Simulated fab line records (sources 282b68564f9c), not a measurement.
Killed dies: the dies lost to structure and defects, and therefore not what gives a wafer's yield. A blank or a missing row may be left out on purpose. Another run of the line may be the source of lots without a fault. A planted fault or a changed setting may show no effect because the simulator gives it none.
Which of the tools did it? | flow rit_cmos | 13 lots, 39 wafers sampled, at 3 steps of a route of 202

## WHAT THE GAUGES READ, wafer by wafer
RIT_M1_CD_MEAS_09: the cd target is 2600 nm.
lot  | measured    | on        | cd_nm (nm)
L786 | day 3 10:00 | cd_sem-02 | 2596.5 2595.3 2598.5
L787 | day 3 12:53 | cd_sem-01 | 2601.7 2602.1 2602.4
L789 | day 4 01:56 | cd_sem-02 | 2598.9 2598.0 2599.2
L792 | day 4 16:24 | cd_sem-02 | 2598.1 2599.0 2602.0
L793 | day 4 19:25 | cd_sem-01 | 2249.7 2249.7 2249.2
L800 | day 6 07:25 | cd_sem-01 | 2597.1 2598.3 2597.7
L802 | day 6 15:05 | cd_sem-02 | 2599.4 2599.8 2598.7
L803 | day 6 20:45 | cd_sem-02 | 2599.4 2600.3 2600.3
L804 | day 7 03:01 | cd_sem-02 | 2604.0 2604.6 2603.5
L805 | day 7 10:46 | cd_sem-02 | 2599.3 2596.7 2598.9
L806 | day 7 16:19 | cd_sem-02 | 2594.9 2596.2 2598.6
L807 | day 7 17:42 | cd_sem-01 | 2597.8 2595.6 2598.4
L809 | day 8 07:07 | cd_sem-02 | 2602.7 2603.6 2601.7

RIT_M1_CD_MEAS_90: the cd target is 2600 nm.
lot  | measured    | on        | cd_nm (nm)
L786 | day 3 11:04 | cd_sem-02 | 2595.8 2595.4 2599.4
L787 | day 3 13:50 | cd_sem-02 | 2601.3 2602.7 2601.7
L789 | day 4 02:51 | cd_sem-01 | 2602.1 2599.8 2600.9
L792 | day 4 17:19 | cd_sem-02 | 2598.8 2600.7 2602.6
L793 | day 4 20:20 | cd_sem-02 | 2249.7 2250.9 2249.4
L800 | day 6 08:29 | cd_sem-02 | 2597.5 2599.1 2598.5
L802 | day 6 16:00 | cd_sem-01 | 2597.8 2597.1 2596.0
L803 | day 6 21:48 | cd_sem-01 | 2599.6 2602.4 2602.2
L804 | day 7 03:56 | cd_sem-01 | 2600.9 2604.1 2604.7
L805 | day 7 11:43 | cd_sem-01 | 2601.3 2597.6 2601.6
L806 | day 7 17:15 | cd_sem-01 | 2597.8 2596.2 2600.5
L807 | day 7 18:39 | cd_sem-01 | 2598.4 2596.2 2595.5
L809 | day 8 08:08 | cd_sem-02 | 2600.9 2600.8 2602.4

## WHAT TOOL EACH LOT RAN ON (gives the tool, then ch and the chambers of the sampled wafers, and finally the start)
lot  | RIT_M1_EXPOSE_06
L786 | iline_stepper-01 ch 0, day 3 09:34
L787 | iline_stepper-02 ch 0, day 3 12:28
L789 | iline_stepper-02 ch 0, day 4 01:30
L792 | iline_stepper-01 ch 0, day 4 15:58
L793 | iline_stepper-02 ch 0, day 4 18:56
L800 | iline_stepper-02 ch 0, day 6 06:50
L802 | iline_stepper-01 ch 0, day 6 14:39
L803 | iline_stepper-01 ch 0, day 6 20:08
L804 | iline_stepper-02 ch 0, day 7 02:35
L805 | iline_stepper-01 ch 0, day 7 10:20
L806 | iline_stepper-01 ch 0, day 7 15:53
L807 | iline_stepper-01 ch 0, day 7 17:16
L809 | iline_stepper-01 ch 0, day 8 06:41
- RIT_M1_EXPOSE_06: exposes mask M12, target cd 2600 nm.

## WHAT THE TOOLS THEMSELVES READ (means of the sampled wafers that have a number; where no wafer has one, the mark that the record gives instead)
The record holds no such reading with a usual standard deviation.

## THE ANSWER, worked out from the rows above alone
Rule: what is usual is taken from the lots themselves. Put in order of their means at a reading, lots are off if they are a third of the lots or fewer, leave a main group of 4 or more, and stand apart from it by a gap of 3 or more times the standard deviation of the main group's means; of several such gaps the widest counts. A main group is skipped when, at the precision printed for the reading in the tables above, its means are all equal. Also off: a lot with no number at a reading for which 4 or more lots have one. All remaining lots with rows at the step are treated as sound. After the gauges, taken in route order, come the tools' own readings; for these a lot's mean is taken, as printed above. The first step at which some lot is off is used, and at that step the reading that is off furthest; a lot without a number counts as furthest.
Off, at RIT_M1_CD_MEAS_09 on cd_nm: L793. Mean 2599.4 nm and standard deviation 2.3 in the main group.
If a tool, at a process step before that reading, ran all the lots that are off and no sound lot after the first of them, it fits. Not tried: the gauges at RIT_M1_CD_MEAS_09; whatever is off there is also off at RIT_M1_CD_MEAS_90, on other tools, and gauge error can't account for it. Of those tried, none fits.

## WHAT THE SIMULATOR PUT IN
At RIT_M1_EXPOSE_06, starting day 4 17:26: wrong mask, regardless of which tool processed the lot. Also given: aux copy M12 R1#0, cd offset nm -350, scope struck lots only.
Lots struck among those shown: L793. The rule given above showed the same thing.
